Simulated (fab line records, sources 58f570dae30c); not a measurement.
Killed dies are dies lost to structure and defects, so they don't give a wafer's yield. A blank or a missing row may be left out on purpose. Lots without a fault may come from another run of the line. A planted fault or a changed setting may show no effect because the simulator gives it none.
fab line records | flow berkeley_cmos170
record lots=14 wafers=42 last_day=13
route steps=331 shown NWELL@19 PWELL@40 NVT@111 SILICIDE@212
lots that met no fault: from a run of the same line without faults
start_h: hours from the record's first day to the start of the lot's first wafer shown | wait_h: hours since the lot's step before | " the same as in the row above | L1.1+2: a row that stands for several wafers | - no value, or no start given | * or withheld: withheld | < > ~ a bound
route shown NAME@n: a module of which the file shows steps, and the number in the route of the first | usual: mean/standard deviation of fault-free wafers | same: alike in all rows | chamber/n: place in a boat | sites: the reading at each site | _std_site: their standard deviation | _edge_site: outer sites' mean less inner sites' | radius_mm: how far each site lies from the wafer's centre | mask NAME#n: copy n | behind: the tool/chamber that last shaped the wafer | hold: why the lot was held/for how many hours/how that ended | device: the transistor (n, p or np) that didn't switch | end of line: the same wafers' tests at the end of the route | a step without rows: its recipe alone | killed: dies lost to structure and defects at the first sort, not the wafer's yield | map: a wafer's dies, x killed, . not, _ none there
set.NAME: the setting as run; set.NAME@STEP: as run at that earlier step | model.NAME: the simulator's own value behind a step, which no gauge read
steps of the route over a sample of lots; a table a step, a row a wafer
services: from which hour (start_h, from the record's first day; less than 0 if before it) a tool's chamber was out of use, for how many hours, and why
## steps
# step UCB170_NWELL_THK_MEAS_05
# recipe reads=Si3N4_of_NWELL_CVD_04
# usual NWELL_NITRIDE_THK=223.2/2
# columns lot.wafer tool chamber start_h wait_h NWELL_NITRIDE_THK[nm]
L106.1 film_metro-04 - 29.84 0.0 224.4
L106.3 " - " " 222.9
L106.5 " - " " 221.8
L108.1 film_metro-04 - 47.69 0.0 222.5
L108.3 " - " " 222.6
L108.5 " - " " 222.2
L109.2 film_metro-03 - 47.70 0.0 224.1
L109.4 " - " " 221.4
L109.6 " - " " 221.8
L111.2 film_metro-01 - 57.14 0.0 221.4
L111.4 " - " " 222.1
L111.6 " - " " 220.0
L110.2 film_metro-03 - 57.17 0.0 223.7
L110.3 " - " " 225.4
L110.6 " - " " 224.0
L113.2 film_metro-03 - 72.40 0.0 220.0
L113.3 " - " " 220.4
L113.5 " - " " 219.9
L112.3 film_metro-04 - 72.41 0.0 222.2
L112.4 " - " " 223.3
L112.5 " - " " 222.9
L116.1 film_metro-03 - 89.34 0.0 223.3
L116.2 " - " " 222.4
L116.6 " - " " 225.4
L119.1 film_metro-03 - 96.35 0.0 223.3
L119.2 " - " " 225.1
L119.5 " - " " 225.1
L117.3 film_metro-04 - 96.37 0.0 224.1
L117.5 " - " " 225.7
L117.6 " - " " 225.2
L122.2 film_metro-01 - 111.71 0.0 224.4
L122.3 " - " " 224.5
L122.4 " - " " 226.0
L124.2 film_metro-04 - 123.76 0.0 221.4
L124.4 " - " " 221.1
L124.6 " - " " 222.2
L126.1 film_metro-04 - 137.63 0.0 222.0
L126.5 " - " " 220.4
L126.6 " - " " 222.2
L127.1 film_metro-01 - 137.63 0.0 223.3
L127.2 " - " " 223.3
L127.3 " - " " 221.4
# step UCB170_PWELL_THK_MEAS_06
# recipe reads=Si3N4_of_PWELL_CVD_05
# usual PWELL_NITRIDE_THK=219.1/2.2
# columns lot.wafer tool chamber start_h wait_h PWELL_NITRIDE_THK[nm]
L106.1 film_metro-03 - 50.26 0.0 215.7
L106.3 " - " " 216.5
L106.5 " - " " 214.0
L108.1 film_metro-01 - 69.87 0.0 218.7
L108.3 " - " " 220.3
L108.5 " - " " 219.9
L109.2 film_metro-03 - 69.88 0.0 218.1
L109.4 " - " " 218.1
L109.6 " - " " 218.7
L111.2 film_metro-03 - 81.29 0.0 219.1
L111.4 " - " " 217.4
L111.6 " - " " 219.0
L110.2 film_metro-03 - 81.35 0.1 219.7
L110.3 " - " " 218.5
L110.6 " - " " 219.5
L113.2 film_metro-01 - 93.42 0.0 220.3
L113.3 " - " " 222.5
L113.5 " - " " 222.7
L112.3 film_metro-03 - 93.43 0.0 221.3
L112.4 " - " " 221.9
L112.5 " - " " 221.6
L116.1 film_metro-03 - 107.41 0.0 220.1
L116.2 " - " " 219.1
L116.6 " - " " 220.0
L119.1 film_metro-02 - 117.10 0.0 223.9
L119.2 " - " " 221.1
L119.5 " - " " 222.5
L117.3 film_metro-03 - 117.12 0.0 220.5
L117.5 " - " " 221.0
L117.6 " - " " 221.5
L122.2 film_metro-02 - 126.99 0.0 217.8
L122.3 " - " " 217.7
L122.4 " - " " 218.5
L124.2 film_metro-02 - 144.89 0.0 217.7
L124.4 " - " " 215.9
L124.6 " - " " 217.8
L126.1 film_metro-01 - 154.65 0.0 216.9
L126.5 " - " " 215.9
L126.6 " - " " 214.8
L127.1 film_metro-02 - 154.70 0.1 219.0
L127.2 " - " " 218.4
L127.3 " - " " 217.5
# step UCB170_NVT_IMPLANT_07
# recipe species=BF2 dose_cm2=3e+12 energy_kev=50 tilt_deg=7
# usual beam_energy_keV=49.998/0.018 faraday_current_uA=9.51/0.19
# same implant_ion_amu=49
# columns lot.wafer tool chamber start_h wait_h beam_energy_keV faraday_current_uA
L106.1 implanter-02 0 134.47 0.0 49.995 9.61
L106.3 " 0 " " 50.029 9.62
L106.5 " 0 " " 50.004 9.75
L108.1 implanter-03 0 147.15 0.0 49.976 9.29
L108.3 " 0 " " 49.984 9.67
L108.5 " 0 " " 49.976 9.62
L109.2 implanter-01 0 147.57 0.0 49.959 9.61
L109.4 " 0 " " 49.984 9.56
L109.6 " 0 " " 49.986 9.52
L110.2 implanter-01 0 156.63 0.0 49.995 9.40
L110.3 " 0 " " 49.991 9.54
L110.6 " 0 " " 49.998 9.57
L111.2 implanter-03 0 156.90 0.0 50.013 9.37
L111.4 " 0 " " 50.024 9.58
L111.6 " 0 " " 49.998 9.39
L112.3 implanter-02 0 164.32 0.1 50.001 9.61
L112.4 " 0 " " 50.017 9.24
L112.5 " 0 " " 50.001 9.44
L113.2 implanter-03 0 164.54 0.0 50.023 9.22
L113.3 " 0 " " 50.027 10.04
L113.5 " 0 " " 50.033 9.58
L117.3 implanter-02 0 181.99 0.1 49.988 9.73
L117.5 " 0 " " 49.976 9.69
L117.6 " 0 " " 49.952 9.30
L116.1 implanter-01 0 182.05 0.1 50.002 9.51
L116.2 " 0 " " 49.999 9.53
L116.6 " 0 " " 49.969 9.61
L119.1 implanter-02 0 182.29 0.0 49.984 9.37
L119.2 " 0 " " 49.990 9.68
L119.5 " 0 " " 49.968 9.64
L122.2 implanter-02 0 196.78 0.0 50.007 9.45
L122.3 " 0 " " 50.019 8.91
L122.4 " 0 " " 50.019 9.83
L124.2 implanter-02 0 219.46 0.0 50.024 9.55
L124.4 " 0 " " 50.043 9.77
L124.6 " 0 " " 50.017 9.42
L127.1 implanter-01 0 227.63 0.0 55.556 9.65
L127.2 " 0 " " 55.560 9.90
L127.3 " 0 " " 55.567 9.79
L126.1 implanter-01 0 227.78 0.1 55.545 9.78
L126.5 " 0 " " 55.560 9.43
L126.6 " 0 " " 55.536 9.73
# step UCB170_NVT_TW_MEAS_09
# usual NVT_TW=520/3.6
# columns lot.wafer tool chamber start_h wait_h NVT_TW
L106.1 film_metro-03 - 134.72 0.1 520
L106.3 " - " " 516
L106.5 " - " " 520
L108.1 film_metro-01 - 147.40 0.1 523
L108.3 " - " " 525
L108.5 " - " " 524
L109.2 film_metro-04 - 147.80 0.1 519
L109.4 " - " " 518
L109.6 " - " " 515
L110.2 film_metro-01 - 156.86 0.1 524
L110.3 " - " " 524
L110.6 " - " " 524
L111.2 film_metro-03 - 157.14 0.1 517
L111.4 " - " " 516
L111.6 " - " " 517
L112.3 film_metro-01 - 164.54 0.1 526
L112.4 " - " " 524
L112.5 " - " " 524
L113.2 film_metro-04 - 164.77 0.1 514
L113.3 " - " " 518
L113.5 " - " " 513
L117.3 film_metro-03 - 182.21 0.1 520
L117.5 " - " " 518
L117.6 " - " " 519
L116.1 film_metro-04 - 182.30 0.1 520
L116.2 " - " " 520
L116.6 " - " " 522
L119.1 film_metro-03 - 182.54 0.1 519
L119.2 " - " " 519
L119.5 " - " " 517
L122.2 film_metro-01 - 197.02 0.1 524
L122.3 " - " " 521
L122.4 " - " " 523
L124.2 film_metro-01 - 219.70 0.1 525
L124.4 " - " " 525
L124.6 " - " " 525
L127.1 film_metro-04 - 227.88 0.1 533
L127.2 " - " " 531
L127.3 " - " " 532
L126.1 film_metro-03 - 228.06 0.1 534
L126.5 " - " " 534
L126.6 " - " " 532
# step UCB170_SILICIDE_RS_MEAS_02
# recipe thk_meas_gauge=four-point-probe reads=Ti_of_SILICIDE_SPUTTER_01
# usual SILICIDE_TI_RS=26.1/0.31
# columns lot.wafer tool chamber start_h wait_h SILICIDE_TI_RS[ohm/sq]
L106.1 film_metro-03 - 168.22 0.0 26.1
L106.3 " - " " 25.7
L106.5 " - " " 26.0
L109.2 film_metro-03 - 181.22 0.0 26.3
L109.4 " - " " 26.4
L109.6 " - " " 26.1
L108.1 film_metro-02 - 181.43 0.0 25.9
L108.3 " - " " 25.7
L108.5 " - " " 26.0
L110.2 film_metro-03 - 196.69 0.2 26.1
L110.3 " - " " 26.0
L110.6 " - " " 26.0
L112.3 film_metro-03 - 196.89 0.2 26.1
L112.4 " - " " 25.9
L112.5 " - " " 26.4
L111.2 film_metro-03 - 198.84 0.0 25.5
L111.4 " - " " 25.6
L111.6 " - " " 25.7
L113.2 film_metro-02 - 199.37 0.0 26.1
L113.3 " - " " 26.2
L113.5 " - " " 26.3
L116.1 film_metro-03 - 218.15 0.0 25.5
L116.2 " - " " 25.9
L116.6 " - " " 25.8
L119.1 film_metro-01 - 218.72 0.0 26.0
L119.2 " - " " 26.1
L119.5 " - " " 26.1
L117.3 film_metro-03 - 219.52 0.1 26.4
L117.5 " - " " 26.5
L117.6 " - " " 26.1
L122.2 film_metro-01 - 239.59 0.0 26.4
L122.3 " - " " 26.0
L122.4 " - " " 26.2
L124.2 film_metro-03 - 255.11 0.0 26.4
L124.4 " - " " 26.2
L124.6 " - " " 26.3
L126.1 film_metro-02 - 265.31 0.0 25.9
L126.5 " - " " 26.4
L126.6 " - " " 26.0
L127.1 film_metro-03 - 265.47 0.0 26.2
L127.2 " - " " 26.4
L127.3 " - " " 26.4
## services
# columns tool chamber start_h hours kind
implanter-01 - 173.26 2.7 pm
## key
first_sign step=UCB170_NVT_IMPLANT_07 reading=beam_energy_keV direction=up sigmas=99+ usual=49.998 struck=55.554
effect step=UCB170_NVT_TW_MEAS_09 reading=NVT_TW direction=up sigmas=3.6 usual=520 struck=533
met_at UCB170_NVT_IMPLANT_07
struck_lots L126,L127
tester_left_out L126,L127
not_acting_at UCB170_NWELL_THK_MEAS_05,UCB170_PWELL_THK_MEAS_06,UCB170_SILICIDE_RS_MEAS_02
onset_between 182.05 227.63
fault kind=process_parameter_drift tool=implanter-01 chamber=- onset_h=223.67 steps=UCB170_NVT_IMPLANT_07 channel=energy_kev offset=5.561 shape=step end_h=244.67 acts_in=these_recipes_only stated=50
# tester_left_out: of these lots the tester's yield and bins aren't shown, on N5 and GAA mostly nor the transistor test; their killed dies are dies lost to structure and defects alone, not to doping, threshold or leakage, so they don't give the yield
